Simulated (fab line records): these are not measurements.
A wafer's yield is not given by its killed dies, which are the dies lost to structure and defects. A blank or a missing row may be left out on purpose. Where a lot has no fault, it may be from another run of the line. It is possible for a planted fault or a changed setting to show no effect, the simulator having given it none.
fab line records -- flow rit-cmos -- part 2 of 2: steps 30 to 44 of 44
[record] lots = 5, wafers = 15, last-day = 7
route steps=202 shown PWELL@44 WELLDRIVE@50 NWELL@51 NRETRO@53 PRETRO@64 GATE@75 FOX2@80
lots untouched by any fault: they come from a run of this same line in which no faults occurred
start-h: start of the lot's first displayed wafer, in hours after the record's first day -- wait-h: hours elapsed since this lot's preceding step -- " same as the row above -- L1.1+2: a single row standing in for several wafers -- - no value, or no start given -- * or withheld: withheld -- < > ~ a bound
route shown NAME@n: NAME is a module with steps in the file, n the number in the route of the first one -- usual: mean/standard deviation taken from wafers without a fault -- same: alike in all rows -- chamber/n: place in a boat -- sites: each site's reading -- _std_site: their standard deviation -- _edge_site: mean of outer sites minus mean of inner sites -- radius-mm: how far each site lies from the wafer's centre -- mask NAME#n: copy n -- behind: the tool/chamber that last shaped the wafer -- hold: cause of the lot's hold/its duration in hours/its outcome -- device: names the non-switching transistor (n, p or np) -- end of line: tests of these same wafers at the route's end -- a step given without rows: its recipe and nothing more -- killed: count of dies lost to structure and defects at first sort (not the wafer's yield) -- map: a wafer's dies, marking killed ones x, the rest . and places with no die _
set.NAME: the setting the step ran with; set.NAME@STEP: the setting that earlier step ran with -- model.NAME: the simulator's own value behind a step, which no gauge read
certain route steps with their lots: each step a table, each wafer a row
services: the hour from which a tool's chamber was out of use, counted from the record's first day as start-h (under 0 if before that day), plus the number of hours and why
[[steps]]
[step RIT_PRETRO_STRIP_09]
[recipe] chemistry = O2, time-s = 180, resist = NOVOLAK, platen-temp-c = withheld, power-w = 500, pressure-mtorr = 4000, o2-flow-sccm = 4000
[usual] drypump-motor-current-A = 5.5/0.41
lot.wafer,tool,chamber,start-h,wait-h,drypump-motor-current-A,rf-hours-counter-h
L075.2,plasma-asher-04,1,36.37,0.1,6.3,42
L075.4,plasma-asher-04,0,36.37,0.1,5.5,-
L075.5,plasma-asher-04,1,36.37,0.1,6.3,-
L077.1,plasma-asher-04,0,47.59,0.1,5.5,43
L077.4,plasma-asher-04,1,47.59,0.1,6.3,-
L077.6,plasma-asher-04,0,47.59,0.1,5.6,-
L079.1,plasma-asher-02,0,56.56,0.1,5.2,43
L079.2,plasma-asher-02,1,56.56,0.1,5.2,43
L079.6,plasma-asher-02,1,56.56,0.1,5.2,-
L087.1,plasma-asher-02,0,96.78,0.1,5.2,47
L087.4,plasma-asher-02,0,96.78,0.1,5.2,-
L087.6,plasma-asher-02,1,96.78,0.1,5.1,-
L093.2,plasma-asher-01,0,127.08,0.1,5.3,1
L093.3,plasma-asher-01,0,127.08,0.1,5.3,-
L093.5,plasma-asher-01,1,127.08,0.1,5.2,-
[step RIT_PRETRO_TW_MEAS_10]
[usual] PRETRO_TW = 473.1/2.7
lot.wafer,tool,chamber,start-h,wait-h,PRETRO_TW
L075.2,film-metro-02,-,36.55,0.1,474.8
L075.4,film-metro-02,-,36.55,0.1,476.1
L075.5,film-metro-02,-,36.55,0.1,476.4
L077.1,film-metro-04,-,47.77,0.1,467.7
L077.4,film-metro-04,-,47.77,0.1,472.3
L077.6,film-metro-04,-,47.77,0.1,468.6
L079.1,film-metro-03,-,56.73,0.1,472.5
L079.2,film-metro-03,-,56.73,0.1,473.8
L079.6,film-metro-03,-,56.73,0.1,475.5
L087.1,film-metro-03,-,96.96,0.1,472.4
L087.4,film-metro-03,-,96.96,0.1,470.6
L087.6,film-metro-03,-,96.96,0.1,471.1
L093.2,film-metro-03,-,127.27,0.1,471.8
L093.3,film-metro-03,-,127.27,0.1,471.5
L093.5,film-metro-03,-,127.27,0.1,473.0
[step RIT_GATE_WET_ETCH_00]
[recipe] chemistry = BOE, target = SiO2, target-depth-nm = 56, time-s = 60, dry = n2-spin, dilution = 10:1, temp-c = 21.5
lot.wafer,tool,chamber,start-h,wait-h
L075.2+4+5,wet-bench-01,3,36.60,0.0
L077.1+4+6,wet-bench-01,0,47.83,0.1
L079.1+2+6,wet-bench-01,2,56.79,0.1
L087.1+4+6,wet-bench-03,1,97.02,0.1
L093.2+3+5,wet-bench-03,2,127.32,0.0
[step RIT_GATE_CLEAN_01]
[recipe] chemistry = SC1, mix = 3:3:50, time-s = 600, temp-c = 75
lot.wafer,tool,chamber,start-h,wait-h
L075.2+4+5,wet-bench-02,3,36.63,0.0
L077.1+4+6,wet-bench-03,2,47.85,0.0
L079.1+2+6,wet-bench-03,2,56.82,0.0
L087.1+4+6,wet-bench-01,1,97.04,0.0
L093.2+3+5,wet-bench-01,2,127.34,0.0
[step RIT_GATE_CLEAN_02]
[recipe] chemistry = dHF, dilution = 50:1, time-s = 30
lot.wafer,tool,chamber,start-h,wait-h
L075.2+4+5,wet-bench-03,0,36.82,0.0
L077.1+4+6,wet-bench-02,3,48.04,0.0
L079.1+2+6,wet-bench-02,2,57.03,0.0
L087.1+4+6,wet-bench-03,3,97.22,0.0
L093.2+3+5,wet-bench-02,1,127.53,0.0
[step RIT_GATE_CLEAN_03]
[recipe] chemistry = SC2, mix = 3:3:50, time-s = 600, temp-c = 75, dry = n2-spin
lot.wafer,tool,chamber,start-h,wait-h
L075.2+4+5,wet-bench-01,1,36.83,0.0
L077.1+4+6,wet-bench-01,3,48.06,0.0
L079.1+2+6,wet-bench-01,1,57.05,0.0
L087.1+4+6,wet-bench-01,1,97.23,0.0
L093.2+3+5,wet-bench-03,2,127.55,0.0
[step RIT_GATE_CLEAN_04]
[recipe] chemistry = dHF, dilution = 50:1, time-s = 60, dry = n2-spin
lot.wafer,tool,chamber,start-h,wait-h
L075.2+4+5,wet-bench-02,1,37.01,0.0
L077.1+4+6,wet-bench-02,1,48.25,0.0
L079.1+2+6,wet-bench-02,0,57.26,0.0
L087.1+4+6,wet-bench-02,3,97.41,0.0
L093.2+3+5,wet-bench-01,3,127.73,0.0
[step RIT_FOX2_THK_MEAS_91]
[recipe] reads = SiO2_of_FOX2_OXIDATION_00
[usual] FIELD_OXIDE_LEFT_2_THK = 255/7.2
lot.wafer,tool,chamber,start-h,wait-h,FIELD_OXIDE_LEFT_2_THK[nm]
L075.2,film-metro-01,-,37.05,0.0,247
L075.4,film-metro-01,-,37.05,0.0,249
L075.5,film-metro-01,-,37.05,0.0,250
L077.1,film-metro-04,-,48.28,0.0,259
L077.4,film-metro-04,-,48.28,0.0,259
L077.6,film-metro-04,-,48.28,0.0,265
L079.1,film-metro-01,-,57.28,0.0,267
L079.2,film-metro-01,-,57.28,0.0,266
L079.6,film-metro-01,-,57.28,0.0,262
L087.1,film-metro-03,-,97.44,0.0,249
L087.4,film-metro-03,-,97.44,0.0,246
L087.6,film-metro-03,-,97.44,0.0,254
L093.2,film-metro-03,-,127.76,0.0,249
L093.3,film-metro-03,-,127.76,0.0,251
L093.5,film-metro-03,-,127.76,0.0,251
[step RIT_GATE_OXIDATION_05]
[recipe] temp-c = 900, ambient = O2, target-thk-a = 30, ox-time-s = 270
lot.wafer,tool,chamber,start-h,wait-h
L075.2+4+5,furnace-01,0,37.10,0.0
L077.1+4+6,furnace-04,0,48.44,0.2
L079.1+2+6,furnace-02,0,57.56,0.3
L087.1+4+6,furnace-04,0,97.53,0.1
L093.2+3+5,furnace-02,0,127.81,0.0
[step RIT_GATE_ANNEAL_06]
[recipe] temp-c = 900, time-s = 600, ambient = N2O
lot.wafer,tool,chamber,start-h,wait-h
L075.2+4+5,furnace-01,0,38.17,0.0
L077.1+4+6,furnace-04,0,49.51,0.0
L079.1+2+6,furnace-02,0,58.64,0.0
L087.1+4+6,furnace-04,0,98.60,0.0
L093.2+3+5,furnace-02,0,128.89,0.0
[step RIT_GATE_THK_MEAS_07]
[recipe] reads = SiO2_of_GATE_OXIDATION_05
[usual] GATE_OXIDE_THK = 3.00/0.054
lot.wafer,tool,chamber,start-h,wait-h,GATE_OXIDE_THK[nm]
L075.2,film-metro-04,-,38.43,0.0,3.02
L075.4,film-metro-04,-,38.43,0.0,3.03
L075.5,film-metro-04,-,38.43,0.0,3.09
L077.1,film-metro-03,-,49.76,0.0,2.99
L077.4,film-metro-03,-,49.76,0.0,2.97
L077.6,film-metro-03,-,49.76,0.0,2.95
L079.1,film-metro-03,-,58.89,0.0,3.00
L079.2,film-metro-03,-,58.89,0.0,2.95
L079.6,film-metro-03,-,58.89,0.0,2.95
L087.1,film-metro-04,-,98.85,0.0,2.99
L087.4,film-metro-04,-,98.85,0.0,3.00
L087.6,film-metro-04,-,98.85,0.0,3.08
L093.2,film-metro-01,-,129.15,0.0,3.06
L093.3,film-metro-01,-,129.15,0.0,3.06
L093.5,film-metro-01,-,129.15,0.0,3.04
[step RIT_GATE_CVD_08]
[recipe] material = poly-Si, target-thk-nm = 250, temp-c = 610, precursor = SiH4, time-s = 2220, pressure-mtorr = 300, sih4-flow-sccm = 97.58
lot.wafer,tool,chamber,start-h,wait-h
L075.2+4+5,lpcvd-01,1,38.53,0.1
L077.1+4+6,lpcvd-02,0,49.82,0.1
L079.1+2+6,lpcvd-02,1,58.95,0.1
L087.1+4+6,lpcvd-02,0,99.05,0.2
L093.2+3+5,lpcvd-02,0,132.31,3.1
[step RIT_GATE_THK_MEAS_09]
[recipe] reads = poly-Si_of_GATE_CVD_08
[usual] GATE_POLY_THK = 244.1/2
lot.wafer,tool,chamber,start-h,wait-h,GATE_POLY_THK[nm]
L075.2,film-metro-03,-,40.16,0.0,244.8
L075.4,film-metro-03,-,40.16,0.0,246.0
L075.5,film-metro-03,-,40.16,0.0,246.2
L077.1,film-metro-01,-,52.25,0.0,242.1
L077.4,film-metro-01,-,52.25,0.0,243.8
L077.6,film-metro-01,-,52.25,0.0,245.4
L079.1,film-metro-01,-,60.57,0.0,244.2
L079.2,film-metro-01,-,60.57,0.0,242.6
L079.6,film-metro-01,-,60.57,0.0,243.3
L087.1,film-metro-03,-,100.67,0.0,240.8
L087.4,film-metro-03,-,100.67,0.0,242.4
L087.6,film-metro-03,-,100.67,0.0,242.5
L093.2,film-metro-01,-,133.93,0.0,244.2
L093.3,film-metro-01,-,133.93,0.0,244.9
L093.5,film-metro-01,-,133.93,0.0,246.1
[step RIT_GATE_HMDS_10]
[recipe] prime-time-s = 60, prime-temp-c = 140
[usual] exhaust-pa = 45.0/0.77
lot.wafer,tool,chamber,start-h,wait-h,exhaust-pa
L075.2,litho-track-03,0,40.23,0.1,44.6
L075.4,litho-track-03,0,40.23,0.1,45.2
L075.5,litho-track-03,0,40.23,0.1,44.4
L077.1,litho-track-04,0,52.31,0.1,45.4
L077.4,litho-track-04,0,52.31,0.1,44.9
L077.6,litho-track-04,0,52.31,0.1,45.1
L079.1,litho-track-03,0,60.65,0.1,44.4
L079.2,litho-track-03,0,60.65,0.1,45.3
L079.6,litho-track-03,0,60.65,0.1,44.3
L087.1,litho-track-04,0,100.73,0.1,44.5
L087.4,litho-track-04,0,100.73,0.1,45.9
L087.6,litho-track-04,0,100.73,0.1,45.0
L093.2,litho-track-03,0,134.01,0.1,43.7
L093.3,litho-track-03,0,134.01,0.1,45.7
L093.5,litho-track-03,0,134.01,0.1,45.3
[step RIT_GATE_COAT_11]
[recipe] resist = NOVOLAK, spin-rpm = 4250, resist-thk-nm = 850
[usual] exhaust-pa = 45.2/1.1
lot.wafer,tool,chamber,start-h,wait-h,exhaust-pa
L075.2,litho-track-03,0,40.38,0.1,46.2
L075.4,litho-track-03,0,40.38,0.1,46.8
L075.5,litho-track-03,0,40.38,0.1,46.9
L077.1,litho-track-04,0,52.46,0.1,46.1
L077.4,litho-track-04,0,52.46,0.1,46.2
L077.6,litho-track-04,0,52.46,0.1,45.3
L079.1,litho-track-03,0,60.80,0.1,45.5
L079.2,litho-track-03,0,60.80,0.1,45.2
L079.6,litho-track-03,0,60.80,0.1,44.8
L087.1,litho-track-04,0,100.88,0.1,46.4
L087.4,litho-track-04,0,100.88,0.1,45.4
L087.6,litho-track-04,0,100.88,0.1,44.5
L093.2,litho-track-03,0,134.16,0.1,45.0
L093.3,litho-track-03,0,134.16,0.1,44.5
L093.5,litho-track-03,0,134.16,0.1,45.1
[[services]]
tool,chamber,start-h,hours,kind
plasma-asher-03,-,7.97,3.3,repair
iline-stepper-02,0,18.97,-,calibration
plasma-asher-02,-,23.58,2.8,pm
implanter-02,-,25.65,5.0,repair
iline-stepper-02,-,35.18,1.7,pm
furnace-01,-,54.76,3.2,pm
plasma-asher-04,-,57.82,14.6,pm
wet-bench-02,-,60.32,4.4,pm
plasma-asher-04,-,74.78,2.2,repair
plasma-asher-02,-,77.73,3.1,repair
implanter-01,-,84.03,5.1,pm
implanter-02,-,89.52,1.8,repair
iline-stepper-01,-,91.27,1.7,pm
furnace-02,-,97.05,3.2,pm
implanter-03,-,97.79,1.2,repair
plasma-asher-01,-,98.54,2.8,pm
plasma-asher-01,-,108.75,9.0,pm
plasma-asher-01,0,108.75,9.5,vent-cycle
plasma-asher-01,-,109.09,9.1,repair
plasma-asher-04,-,114.19,2.8,repair
implanter-01,-,122.18,1.9,repair
plasma-asher-04,-,129.31,4.3,pm
furnace-02,-,132.05,2.5,pm
implanter-02,-,133.10,3.3,repair
